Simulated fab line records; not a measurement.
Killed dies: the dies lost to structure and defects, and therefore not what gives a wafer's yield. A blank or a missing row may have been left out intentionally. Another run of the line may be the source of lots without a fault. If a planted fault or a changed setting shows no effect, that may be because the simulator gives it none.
fab line records | flow ritCmos
record: lots: 6 wafers: 18 lastDay: 6
route steps=202 shown CONTACT@172 M1@184
lots that met no fault: from a run of the same line without faults
startH: start of the lot's first displayed wafer, in hours after the record's first day | waitH: hours since the lot's step before | " repeats the value in the row above | L1.1+2: several wafers, shown together as one row | - value missing, or start not given | * or withheld: withheld | < > ~ a bound
route shown NAME@n: a module of which the file shows steps, and the number in the route of the first | usual: mean and standard deviation over wafers with no fault | same: alike in all rows | chamber/n: place in a boat | sites: each site's reading | _std_site: standard deviation across them | _edge_site: the outer-site mean with the inner-site mean subtracted | radiusMm: how far each site lies from the wafer's centre | mask NAME#n: copy n | behind: the most recent tool/chamber to have shaped the wafer | hold: why the lot was held/for how many hours/how that ended | device: names the non-switching transistor (n, p or np) | end of line: at the end of the route, the tests of the same wafers | for a step that has no rows: nothing shown but its recipe | killed: dies lost to structure and defects at the first sort, not the wafer's yield | map: a wafer's dies, marking killed ones x, the rest . and places with no die _
set.NAME: the setting the step ran with; set.NAME@STEP: the setting that earlier step ran with | model.NAME: the simulator's own value behind a step, which no gauge read
lots seen at some steps along the route; tables by step, rows by wafer
services: from which hour (startH, from the record's first day; less than 0 if before it) a tool's chamber was out of use, for how many hours, and why
== steps ==
step: RIT_CONTACT_SOFTBAKE_04
recipe: resist: NOVOLAK tempC: 90 timeS: 60
step: RIT_CONTACT_EXPOSE_05
recipe: maskId: M11 na: 0.6 sourceShape: conventional sigmaOuter: 0.5 targetCdNm: 1000 doseMj: 250
step: RIT_CONTACT_PEB_06
recipe: resist: NOVOLAK tempC: withheld timeS: withheld
step: RIT_CONTACT_DEVELOP_07
recipe: resist: NOVOLAK developTimeS: 120 devTempC: 24.08
step: RIT_CONTACT_CD_MEAS_08
recipe: targetCdNm: 1000
usual: cdNm: 998.4/2.3
columns lot.wafer tool chamber startH waitH cdNm
L489.3 cdSem-01 - 86.20 - 1001.7
L489.4 " - " " 1002.0
L489.5 " - " " 1001.5
L491.4 cdSem-01 - 93.43 - 997.5
L491.5 " - " " 995.6
L491.6 " - " " 996.9
L496.1 cdSem-01 - 117.72 - 998.3
L496.3 " - " " 996.9
L496.6 " - " " 997.9
L497.1 cdSem-01 - 122.81 - 996.9
L497.5 " - " " 996.2
L497.6 " - " " 995.9
L499.2 cdSem-01 - 133.75 - 997.6
L499.3 " - " " 1000.1
L499.4 " - " " 999.5
L502.2 cdSem-01 - 148.16 - 997.7
L502.3 " - " " 996.4
L502.4 " - " " 994.5
step: RIT_CONTACT_OVL_MEAS_09
usual: CONTACT_OVL: -0.4/1.4
columns lot.wafer tool chamber startH waitH CONTACT_OVL[nm]
L489.3 overlay-01 - 86.29 0.1 0.1
L489.4 " - " " 1.2
L489.5 " - " " -0.2
L491.4 overlay-01 - 93.51 0.1 1.8
L491.5 " - " " 0.3
L491.6 " - " " 1.3
L496.1 overlay-02 - 117.84 0.1 0.3
L496.3 " - " " 0.3
L496.6 " - " " -0.1
L497.1 overlay-02 - 122.93 0.1 -1.2
L497.5 " - " " -2.1
L497.6 " - " " -1.7
L499.2 overlay-01 - 133.86 0.1 1.5
L499.3 " - " " 1.1
L499.4 " - " " 0.8
L502.2 overlay-02 - 148.27 0.1 -2.4
L502.3 " - " " -2.2
L502.4 " - " " 0.0
step: RIT_CONTACT_HARDBAKE_10
recipe: resist: NOVOLAK tempC: 140 timeS: 60
step: RIT_CONTACT_ETCH_11
recipe: targetDepthA: 4800 overEtchFrac: 0.2 stopOn: TiSi2 chemistry: CHF3/CF4/Ar target: SiO2 CHF3_flow_sccm: 50 cf4FlowSccm: 10 Ar_flow_sccm: 100 O2_flow_sccm: 5 pressureMtorr: 100 rfW: 200 timeS: 320
usual: drypumpMotorCurrentA: 5.8/0.55 oesProductAu: 0.989/0.011 throttleValvePct: 8.85/0.11
same: overEtchFrac: 0.2 timeS: 320
columns lot.wafer tool chamber startH waitH drypumpMotorCurrentA oesProductAu rfHoursCounterH throttleValvePct
L489.3 rieDiel-02 1 86.46 0.1 6.5 0.988 144 8.73
L489.4 " 3 " " 5.8 0.999 93 8.99
L489.5 " 2 " " 5.5 0.988 - 8.96
L491.4 rieDiel-02 3 93.68 0.1 5.8 0.999 93 8.99
L491.5 " 2 " " 5.4 0.986 - 8.96
L491.6 " 1 " " 6.5 0.995 - 8.74
L496.1 rieDiel-02 0 118.03 0.1 4.8 0.996 72 8.74
L496.3 " 1 " " 6.5 0.995 145 8.74
L496.6 " 1 " " 6.5 0.984 - 8.74
L497.1 rieDiel-02 3 123.12 0.1 5.7 1.002 94 9.01
L497.5 " 2 " " 5.5 0.985 - 8.96
L497.6 " 3 " " 5.8 0.994 - 9.00
L499.2 rieDiel-02 0 134.04 0.1 4.7 1.001 72 8.73
L499.3 " 3 " " 5.8 0.990 95 9.00
L499.4 " 1 " " 6.5 0.988 145 8.75
L502.2 rieDiel-02 1 148.45 0.1 6.6 0.989 145 8.74
L502.3 " 2 " " 5.5 0.983 14 8.95
L502.4 " 3 " " 5.7 0.992 95 8.99
step: RIT_CONTACT_STRIP_12
recipe: chemistry: O2 timeS: 180 resist: NOVOLAK platenTempC: withheld powerW: 500 pressureMtorr: 4000 o2FlowSccm: 4000
usual: drypumpMotorCurrentA: 6.0/0.47
same: timeS: 180
columns lot.wafer tool chamber startH waitH drypumpMotorCurrentA rfHoursCounterH
L489.3 plasmaAsher-01 1 86.71 0.2 6.4 -
L489.4 " 0 " " 6.7 -
L489.5 " 1 " " 6.4 -
L491.4 plasmaAsher-04 0 93.93 0.2 5.7 -
L491.5 " 1 " " 5.4 -
L491.6 " 0 " " 5.8 -
L496.1 plasmaAsher-04 0 118.23 0.1 5.7 49
L496.3 " 1 " " 5.4 -
L496.6 " 1 " " 5.4 -
L497.1 plasmaAsher-04 0 123.31 0.1 5.8 50
L497.5 " 1 " " 5.4 -
L497.6 " 0 " " 5.8 -
L499.2 plasmaAsher-04 0 134.23 0.1 5.8 50
L499.3 " 1 " " 5.4 -
L499.4 " 0 " " 5.8 -
L502.2 plasmaAsher-01 0 148.64 0.1 6.6 51
L502.3 " 1 " " 6.4 -
L502.4 " 0 " " 6.6 -
step: RIT_CONTACT_CD_MEAS_90
recipe: targetCdNm: 1000
usual: cdNm: 998.4/2.3
columns lot.wafer tool chamber startH waitH cdNm
L489.3 cdSem-02 - 86.87 0.1 1001.2
L489.4 " - " " 1001.3
L489.5 " - " " 1001.4
L491.4 cdSem-02 - 94.11 0.1 997.2
L491.5 " - " " 995.3
L491.6 " - " " 996.8
L496.1 cdSem-01 - 118.40 0.1 998.3
L496.3 " - " " 996.6
L496.6 " - " " 997.9
L497.1 cdSem-02 - 123.49 0.1 996.7
L497.5 " - " " 996.2
L497.6 " - " " 996.4
L499.2 cdSem-02 - 134.43 0.1 997.1
L499.3 " - " " 999.5
L499.4 " - " " 999.0
L502.2 cdSem-02 - 148.83 0.1 997.4
L502.3 " - " " 996.3
L502.4 " - " " 994.7
step: RIT_CONTACT_CLEAN_13
recipe: chemistry: SC1 mix: 3:3:50 timeS: 600 tempC: 75
step: RIT_CONTACT_CLEAN_14
recipe: chemistry: SC2 mix: 3:3:50 timeS: 600 tempC: 75 dry: n2Spin
step: RIT_M1_SPUTTER_00
recipe: material: Al targetThkNm: 400 powerW: 2000 chamberPressurePa: 0.4 gas: Ar timeS: 500 substrateTempC: 25
usual: substrateTempC: 24.98/0.11 throttleValvePct: 30.1/0.97
columns lot.wafer tool chamber startH waitH substrateTempC throttleValvePct model.Al_of_M1_SPUTTER_00.thkNm
L489.3 pvdSputter-01 - 87.49 0.0 24.90 30.8 396.4
L489.4 " - " " 25.10 30.7 399.1
L489.5 " - " " 24.93 31.2 398.6
L491.4 pvdSputter-01 - 94.53 0.0 24.97 27.8 396.4
L491.5 " - " " 24.87 27.8 402.1
L491.6 " - " " 25.11 29.6 402.9
L496.1 pvdSputter-04 - 118.87 0.0 24.85 30.1 406.4
L496.3 " - " " 24.97 30.3 403.2
L496.6 " - " " 25.06 29.8 404.6
L497.1 pvdSputter-01 - 123.96 0.0 24.89 29.6 628.3
L497.5 " - " " 24.98 31.1 624.8
L497.6 " - " " 24.89 29.8 631.8
L499.2 pvdSputter-01 - 134.91 0.0 25.05 30.8 622.7
L499.3 " - " " 25.04 30.0 620.8
L499.4 " - " " 25.13 31.0 619.2
L502.2 pvdSputter-04 - 149.30 0.0 24.76 30.2 396.2
L502.3 " - " " 24.92 30.6 395.5
L502.4 " - " " 25.01 30.0 391.9
step: RIT_M1_RS_MEAS_01
recipe: thkMeasGauge: four-point-probe reads: Al_of_M1_SPUTTER_00
usual: M1_AL_RS: 0.0733/0.0008
columns lot.wafer tool chamber startH waitH M1_AL_RS[ohm/sq]
L489.3 filmMetro-03 - 87.83 0.2 0.0742
L489.4 " - " " 0.0737
L489.5 " - " " 0.0737
L491.4 filmMetro-03 - 94.89 0.2 0.0739
L491.5 " - " " 0.0730
L491.6 " - " " 0.0730
L496.1 filmMetro-03 - 119.16 0.1 0.0724
L496.3 " - " " 0.0728
L496.6 " - " " 0.0725
L497.1 filmMetro-02 - 124.25 0.1 0.0463
L497.5 " - " " 0.0466
L497.6 " - " " 0.0462
L499.2 filmMetro-02 - 135.23 0.2 0.0468
L499.3 " - " " 0.0470
L499.4 " - " " 0.0473
L502.2 filmMetro-03 - 149.61 0.2 0.0742
L502.3 " - " " 0.0742
L502.4 " - " " 0.0749
step: RIT_M1_THK_MEAS_02
recipe: thkMeasGauge: xrf reads: Al_of_M1_SPUTTER_00
usual: M1_AL_THK: 402/4.7
columns lot.wafer tool chamber startH waitH M1_AL_THK[nm]
L489.3 filmMetro-03 - 87.93 0.1 397
L489.4 " - " " 400
L489.5 " - " " 398
L491.4 filmMetro-03 - 94.98 0.1 394
L491.5 " - " " 406
L491.6 " - " " 402
L496.1 filmMetro-03 - 119.28 0.1 409
L496.3 " - " " 404
L496.6 " - " " 406
L497.1 filmMetro-02 - 124.37 0.1 631
L497.5 " - " " 630
L497.6 " - " " 636
L499.2 filmMetro-02 - 135.34 0.1 629
L499.3 " - " " 622
L499.4 " - " " 621
L502.2 filmMetro-03 - 149.72 0.1 399
L502.3 " - " " 398
L502.4 " - " " 393
step: RIT_M1_HMDS_03
recipe: primeTimeS: 61.38 primeTempC: 140
step: RIT_M1_COAT_04
recipe: resist: NOVOLAK spinRpm: 2000 resistThkNm: 1300
step: RIT_M1_SOFTBAKE_05
recipe: resist: NOVOLAK tempC: 90 timeS: 60
step: RIT_M1_EXPOSE_06
recipe: maskId: M12 na: 0.6 sourceShape: conventional sigmaOuter: 0.5 targetCdNm: 2600 doseMj: 250
step: RIT_M1_PEB_07
recipe: resist: NOVOLAK tempC: withheld timeS: withheld
step: RIT_M1_DEVELOP_08
recipe: resist: NOVOLAK developTimeS: 68 devTempC: 23
step: RIT_M1_CD_MEAS_09
recipe: targetCdNm: 2600
usual: cdNm: 2600.0/2
columns lot.wafer tool chamber startH waitH cdNm
L489.3 cdSem-01 - 89.01 - 2598.2
L489.4 " - " " 2598.5
L489.5 " - " " 2601.0
L491.4 cdSem-02 - 96.07 - 2600.9
L491.5 " - " " 2602.3
L491.6 " - " " 2599.4
L496.1 cdSem-01 - 120.22 - 2600.3
L496.3 " - " " 2601.3
L496.6 " - " " 2597.9
L497.1 cdSem-01 - 125.44 - 2602.3
L497.5 " - " " 2600.4
L497.6 " - " " 2600.5
L499.2 cdSem-01 - 136.60 - 2598.2
L499.3 " - " " 2600.2
L499.4 " - " " 2597.9
L502.2 cdSem-01 - 150.80 - 2602.6
L502.3 " - " " 2600.7
L502.4 " - " " 2600.2
step: RIT_M1_OVL_MEAS_10
usual: M1_OVL: 0.3/1.6
columns lot.wafer tool chamber startH waitH M1_OVL[nm]
L489.3 overlay-01 - 89.10 0.1 0.8
L489.4 " - " " 2.5
L489.5 " - " " 1.5
L491.4 overlay-01 - 96.15 0.1 0.4
L491.5 " - " " 0.4
L491.6 " - " " 1.6
L496.1 overlay-02 - 120.34 0.1 -0.3
L496.3 " - " " -0.5
L496.6 " - " " -1.3
L497.1 overlay-02 - 125.56 0.1 -1.1
L497.5 " - " " -0.2
L497.6 " - " " -0.2
L499.2 overlay-01 - 136.70 0.1 0.7
L499.3 " - " " 0.3
L499.4 " - " " 0.3
L502.2 overlay-02 - 150.91 0.1 -1.1
L502.3 " - " " -1.9
L502.4 " - " " -0.6
step: RIT_M1_HARDBAKE_11
recipe: resist: NOVOLAK tempC: 140 timeS: 120
step: RIT_M1_METAL_ETCH_12
recipe: stopOn: SiO2 chemistry: Cl2/BCl3 target: Al timeS: 165 overEtchFrac: 0.5 pressureMtorr: 100 targetDepthA: 6000 rfW: 250 Cl2_flow_sccm: 60 bcl3FlowSccm: 50
usual: bcl3FlowSccm: 50.03/0.14 drypumpMotorCurrentA: 5.5/0.59 oesProductAu: 0.768/0.012 throttleValvePct: 8.26/0.12
same: overEtchFrac: 0.5 timeS: 165
columns lot.wafer tool chamber startH waitH bcl3FlowSccm drypumpMotorCurrentA oesProductAu rfHoursCounterH throttleValvePct
L489.3 rieMetal-03 0 89.43 0.2 49.95 5.1 0.761 - 8.06
L489.4 " 1 " " 49.94 5.7 0.781 - 8.24
L489.5 " 0 " " 49.82 5.1 0.765 - 8.05
L491.4 rieMetal-02 1 96.47 0.1 50.11 5.0 0.760 - 8.38
L491.5 " 0 " " 49.90 4.8 0.757 - 8.41
L491.6 " 1 " " 50.17 5.0 0.770 - 8.39
L496.1 rieMetal-02 0 120.63 0.2 50.03 4.8 0.765 35 8.40
L496.3 " 0 " " 50.12 4.8 0.753 - 8.41
L496.6 " 0 " " 50.12 4.8 0.766 - 8.41
L497.1 rieMetal-04 0 125.84 0.2 49.86 6.7 0.964 1 8.30
L497.5 " 1 " " 50.00 5.4 1.019 - 8.26
L497.6 " 0 " " 49.98 6.7 0.976 - 8.30
L499.2 rieMetal-04 1 137.27 0.2 50.14 5.4 1.017 1 8.26
L499.3 " 1 " " 50.13 5.4 1.011 - 8.27
L499.4 " 0 " " 50.16 6.7 0.968 - 8.31
L502.2 rieMetal-03 1 151.19 0.2 50.07 5.7 0.772 4 8.22
L502.3 " 0 " " 49.96 5.2 0.752 - 8.05
L502.4 " 1 " " 50.05 5.7 0.766 - 8.22
step: RIT_M1_STRIP_13
recipe: chemistry: nmp resist: NOVOLAK tempC: 80 timeS: 600 dry: n2Spin
step: RIT_M1_PROBE_99
usual: defectLimitedYield: 97.6/1.1 killed_at_M0_to_M3: 0.0/0.083 killedAtContacts: 0.1/0.25 killedAtFrontEnd: 6.3/2.9 killedDies: 6.4/2.9 killedOnRim: 1.7/1.4 killedOpen: 3.3/2.1 killedShort: 3.1/1.7
same: grossDies: 264 killed_at_M4_up: 0 killedAtBackSide: 0 killedAtOther: 0
columns lot.wafer tool chamber startH waitH defectLimitedYield[%] killed_at_M0_to_M3 killedAtContacts killedAtFrontEnd killedDies killedOnRim killedOpen killedShort model.etest.tester.sortNPass model.etest.tester.sortYieldPct model.etest.tester.sort_bin_5_pct model.etest.diodeNplusComb.overLimit model.etest.capNGate.short model.etest.fieldP.short model.etest.selectEdgeDiodeP.overLimit model.etest.ppolySal.short
L489.3 prober-01 - 91.75 0.2 97.3 0 0 7 7 1 2 5 257 97.35 0.7576 0 0 0 0 0
L489.4 prober-01 - 91.80 0.2 97.7 0 0 6 6 3 6 0 258 97.73 1.894 0 0 0 0 0
L489.5 prober-01 - 91.85 0.2 98.5 0 0 4 4 3 3 1 260 98.48 1.136 0 0 0 0 0
L491.4 prober-01 - 98.82 0.2 97.7 0 0 6 6 1 1 4 258 97.73 1.515 0 0 0 0 0
L491.5 prober-01 - 98.87 0.2 96.6 0 0 9 9 0 2 5 255 96.59 0.3788 0 0 0 0 0
L491.6 prober-01 - 98.92 0.2 98.1 0 0 5 5 2 3 2 259 98.11 1.515 0 0 0 0 0
L496.1 prober-01 - 123.67 0.1 97.0 0 0 8 8 1 3 5 256 96.97 1.894 0 0 0 0 0
L496.3 prober-01 - 123.77 0.2 98.5 0 0 4 4 0 2 2 260 98.48 0.7576 0 0 0 0 0
L496.6 prober-01 - 123.92 0.2 97.3 0 0 7 7 0 2 5 257 97.35 1.515 0 0 0 0 0
L497.1 prober-02 - 128.11 0.1 0 261 0 3 264 70 1 2 0 0 100 1 1 1 1 1
L497.5 prober-02 - 128.31 0.2 40.5 151 0 6 157 70 6 0 0 0 59.09 1 1 1 1 1
L497.6 prober-02 - 128.36 0.2 0 256 0 8 264 70 3 5 0 0 98.48 1 1 1 1 1
L499.2 prober-02 - 139.78 0.1 73.9 62 0 7 69 31 4 3 0 0 25.76 0 0 0 0 0
L499.3 prober-02 - 139.83 0.2 59.1 100 0 8 108 8 4 4 0 0 39.39 0 0 0 0 0
L499.4 prober-02 - 139.88 0.2 8.3 232 0 10 242 70 5 5 0 0 90.91 1 1 1 1 1
L502.2 prober-01 - 153.71 0.1 97.3 0 1 6 7 1 6 1 257 97.35 0.7576 0 0 0 0 0
L502.3 prober-01 - 153.76 0.2 97.3 0 0 7 7 1 3 4 257 97.35 1.515 0 0 0 0 0
L502.4 prober-01 - 153.81 0.2 98.1 0 0 5 5 0 4 1 259 98.11 1.136 0 0 0 0 0
killed by level:class
L489.3 SPACER:geometricParticle:short=2 GATE:geometricParticle:short=1 GATE:geometricParticle:open=1 REOX:geometricParticle:short=1 SILICIDE:geometricParticle:short=1 SILICIDE:geometricParticle:open=1
L489.4 FOX1:geometricParticle:open=2 GATE:geometricParticle:open=2 REOX:geometricParticle:open=2
L489.5 GATE:geometricParticle:open=1 REOX:geometricParticle:open=1 SPACER:geometricParticle:short=1 SILICIDE:geometricParticle:open=1
L491.4 SILICIDE:geometricParticle:short=3 FOX2:geometricParticle:short=1 GATE:geometricParticle:open=1 NRETRO:coatMicrobubblePrinted=1
L491.5 GATE:geometricParticle:short=2 NRETRO:coatMicrobubblePrinted=2 FOX2:geometricParticle:short=1 GATE:geometricParticle:open=1 SPACER:geometricParticle:short=1 SILICIDE:geometricParticle:short=1 SILICIDE:geometricParticle:open=1
L491.6 ACTIVE:geometricParticle:short=1 REOX:geometricParticle:short=1 REOX:geometricParticle:open=1 SPACER:geometricParticle:open=1 SILICIDE:geometricParticle:open=1
L496.1 GATE:geometricParticle:short=2 GATE:geometricParticle:open=1 REOX:geometricParticle:short=1 REOX:geometricParticle:open=1 SPACER:geometricParticle:short=1 SILICIDE:geometricParticle:open=1 SILICIDE:geometricParticle:short=1
L496.3 FOX2:geometricParticle:open=1 GATE:geometricParticle:short=1 REOX:geometricParticle:open=1 REOX:geometricParticle:short=1
L496.6 FOX1:geometricParticle:open=2 GATE:geometricParticle:short=2 FOX1:geometricParticle:short=1 REOX:geometricParticle:short=1 SPACER:geometricParticle:short=1
L497.1 M1:areaEtch=261 GATE:geometricParticle:open=1 SPACER:geometricParticle:short=1 SILICIDE:geometricParticle:short=1
L497.5 M1:areaEtch=151 FOX1:geometricParticle:open=2 REOX:geometricParticle:open=2 GATE:geometricParticle:open=1 SPACER:geometricParticle:open=1
L497.6 M1:areaEtch=256 REOX:geometricParticle:short=2 REOX:geometricParticle:open=2 FOX1:geometricParticle:open=1 FOX1:geometricParticle:short=1 FOX2:geometricParticle:short=1 SILICIDE:geometricParticle:short=1
L499.2 M1:areaEtch=62 GATE:geometricParticle:open=3 GATE:geometricParticle:short=2 REOX:geometricParticle:short=1 REOX:geometricParticle:open=1
L499.3 M1:areaEtch=100 GATE:geometricParticle:short=2 GATE:geometricParticle:open=2 FOX2:geometricParticle:short=1 REOX:geometricParticle:open=1 REOX:geometricParticle:short=1 SPACER:geometricParticle:open=1
L499.4 M1:areaEtch=232 GATE:geometricParticle:short=2 SPACER:geometricParticle:short=2 FOX1:geometricParticle:short=1 FOX1:geometricParticle:open=1 GATE:geometricParticle:open=1 REOX:geometricParticle:open=1 SPACER:geometricParticle:open=1
L502.2 FOX1:geometricParticle:open=2 FOX2:geometricParticle:open=1 REOX:geometricParticle:short=1 SPACER:geometricParticle:open=1 SILICIDE:geometricParticle:open=1 CONTACT:geometricParticle:open=1
L502.3 SPACER:geometricParticle:short=2 FOX1:geometricParticle:short=1 FOX2:geometricParticle:open=1 REOX:geometricParticle:open=1 SPACER:geometricParticle:open=1 SILICIDE:geometricParticle:short=1
L502.4 FOX1:geometricParticle:open=1 GATE:geometricParticle:open=1 REOX:geometricParticle:short=1 REOX:geometricParticle:open=1 SILICIDE:geometricParticle:open=1
map L497.1 (x killed, . not)
________xxxxxxx_______
_____xxxxxxxxxxxxx____
____xxxxxxxxxxxxxxx___
___xxxxxxxxxxxxxxxxx__
__xxxxxxxxxxxxxxxxxxx_
__xxxxxxxxxxxxxxxxxxx_
_xxxxxxxxxxxxxxxxxxxxx
_xxxxxxxxxxxxxxxxxxxxx
_xxxxxxxxxxxxxxxxxxxxx
_xxxxxxxxxxxxxxxxxxxxx
__xxxxxxxxxxxxxxxxxxx_
__xxxxxxxxxxxxxxxxxxx_
___xxxxxxxxxxxxxxxxx__
____xxxxxxxxxxxxxxx___
_____xxxxxxxxxxxxx____
________xxxxxxx_______
map L499.4 (x killed, . not)
________xxxxxxx_______
_____xxxxxxxxxxxxx____
____xxxxxxxxxxxxxxx___
___xxxxxxxxxxxxxxxxx__
__xxxxxxxxxxxxxxxxxxx_
__xxxxxxxx..x.xxxxxxx_
_xxxxxxxx.....x.xxxxxx
_xxxxxxx......xxxxxxxx
_xxxxxxxx...x..xxxxxxx
_xxxxxxxxxx.x.xxxxxxxx
__xxxxxxxxxxxxxxxxxxx_
__xxxxxxxxxxxxxxxxxxx_
___xxxxxxxxxxxxxxxxx__
____xxxxxxxxxxxxxxx___
_____xxxxxxxxxxxxx____
________xxxxxxx_______
== services ==
columns tool chamber startH hours kind
rieMetal-02 - 70.32 0.4 repair
plasmaAsher-01 - 76.21 2.8 pm
pvdSputter-01 - 83.96 1.1 repair
pvdSputter-04 - 104.57 3.6 repair
rieMetal-04 - 120.25 2.8 pm
plasmaAsher-04 - 125.93 8.0 repair
pvdSputter-04 - 128.38 0.5 repair
rieMetal-02 - 136.12 20.0 pm
rieMetal-02 0 136.12 20.0 ventCycle
rieMetal-02 1 136.12 20.0 ventCycle
pvdSputter-01 - 140.22 10.2 repair
== key ==
firstSign: step: RIT_M1_RS_MEAS_01 reading: M1_AL_RS direction: down sigmas: 33 usual: 0.0733 struck: 0.0467
effect: step: RIT_M1_THK_MEAS_02 reading: M1_AL_THK direction: up sigmas: 48 usual: 402 struck: 628
effect: step: RIT_M1_METAL_ETCH_12 reading: oesProductAu direction: up sigmas: 18 usual: 0.768 struck: 0.993
effect: step: RIT_M1_PROBE_99 reading: killed_at_M0_to_M3 direction: up sigmas: 99+ usual: 0.0 struck: 177
modelEffect: step: RIT_M1_SPUTTER_00 value: Al_of_M1_SPUTTER_00.thkNm without: 400.5 struck: 624.6
modelEffect: step: RIT_M1_PROBE_99 value: etest.tester.sortNPass without: 257 struck: 0
moreKillsBornAt: RIT_M1_METAL_ETCH_12@rieMetal-04: 1062
metAt RIT_M1_SPUTTER_00
struckWafers L497.1,L497.5,L497.6,L499.2,L499.3,L499.4
laterRowsLeftOut L497.1,L497.5,L497.6,L499.4
loopTrim: step: RIT_CONTACT_EXPOSE_05 setting: dose lots: L499
onsetBetween 94.53 123.96
alsoFits RIT_CONTACT_STRIP_12:plasmaAsher-04
fault: kind: processParameterDrift tool: pvdSputter-01 chamber: - onsetH: 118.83 steps: RIT_M1_SPUTTER_00 channel: targetThkNm offset: 224.13 shape: step endH: 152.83 stated: 400
laterRowsLeftOut: the simulator's readings of these wafers behind a module that went badly wrong aren't trusted and aren't shown, but for the sort
loopTrim: a control loop set the setting to another value than it would have without faults
